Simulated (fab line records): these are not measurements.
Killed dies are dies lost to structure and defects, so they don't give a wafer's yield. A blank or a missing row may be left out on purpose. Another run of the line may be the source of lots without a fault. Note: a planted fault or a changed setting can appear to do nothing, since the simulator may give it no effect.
Which tool was responsible?    flow berkeley-cmos170    39 wafers from 13 lots sampled at 2 of the route's 331 steps

WHAT THE GAUGES READ, wafer by wafer
UCB170_GATE_CD_MEAS_12: target cd 350 nm. Usual: cd-nm 350.0 nm, standard deviation 1.3.
lot   measured      on         cd-nm (nm)         flag
L614  day 6 18:08   cd-sem-02  349.1 349.7 349.5  
L615  day 6 18:16   cd-sem-02  351.3 350.9 350.2  
L617  day 7 04:02   cd-sem-02  349.6 350.6 348.7  
L616  day 7 04:10   cd-sem-02  349.4 350.2 348.5  
L620  day 7 14:16   cd-sem-02  348.9 347.9 349.5  
L619  day 7 14:44   cd-sem-01  283.0 284.1 281.7  OFF
L624  day 8 16:19   cd-sem-01  349.1 349.3 349.1  
L626  day 8 16:37   cd-sem-02  350.8 350.1 350.6  
L631  day 9 08:30   cd-sem-02  351.8 350.3 350.7  
L632  day 10 01:25  cd-sem-02  346.5 347.4 348.7  
L633  day 10 01:35  cd-sem-01  349.6 349.6 349.8  
L636  day 10 09:40  cd-sem-02  348.6 350.6 349.1  
L634  day 10 09:46  cd-sem-02  349.1 349.8 351.2  

WHAT TOOL EACH LOT RAN ON (gives the tool, then ch and the chambers of the sampled wafers, and finally the start)
lot   UCB170_GATE_EXPOSE_09
L614  krf-scanner-02 ch 0, day 6 17:28
L615  krf-scanner-02 ch 0, day 6 17:35
L617  krf-scanner-02 ch 0, day 7 02:48
L616  krf-scanner-01 ch 0, day 7 03:08
L620  krf-scanner-02 ch 0, day 7 13:40
L619  krf-scanner-01 ch 0, day 7 13:59
L624  krf-scanner-02 ch 0, day 8 15:48
L626  krf-scanner-01 ch 0, day 8 16:07
L631  krf-scanner-02 ch 0, day 9 08:07
L632  krf-scanner-01 ch 0, day 10 01:02
L633  krf-scanner-01 ch 0, day 10 01:09
L636  krf-scanner-01 ch 0, day 10 09:07
L634  krf-scanner-02 ch 0, day 10 09:20
- UCB170_GATE_EXPOSE_09: exposes mask POLY, target cd 350 nm.

AS READ BY THE TOOLS THEMSELVES (means over the sampled wafers that have a number; for cases with no such wafer, the mark the record gives instead)
The record holds no such reading with a usual standard deviation.

THE ANSWER, worked out from the rows above alone
Rule: a lot counts as off when the mean over its wafers that have a number is more than 3 standard deviations away from the usual mean. A lot without any number at a reading at which 4 lots or more have one is off too. The other lots that the step has rows for count as sound. Order of review: gauges by route order, followed by the tools' own readings, for which a lot's mean as printed above is used. The first step at which some lot is off is used, and at that step the reading that is off furthest; a lot without a number counts as furthest.
Off, at UCB170_GATE_CD_MEAS_12 on cd-nm: L619.
A tool fits if, at a process step before that reading, it ran every lot that is off, and no sound lot after the first of them. Gauges at UCB170_GATE_CD_MEAS_12: tried the same way as those tools. None of those tried fits.

WHAT THE SIMULATOR PUT IN
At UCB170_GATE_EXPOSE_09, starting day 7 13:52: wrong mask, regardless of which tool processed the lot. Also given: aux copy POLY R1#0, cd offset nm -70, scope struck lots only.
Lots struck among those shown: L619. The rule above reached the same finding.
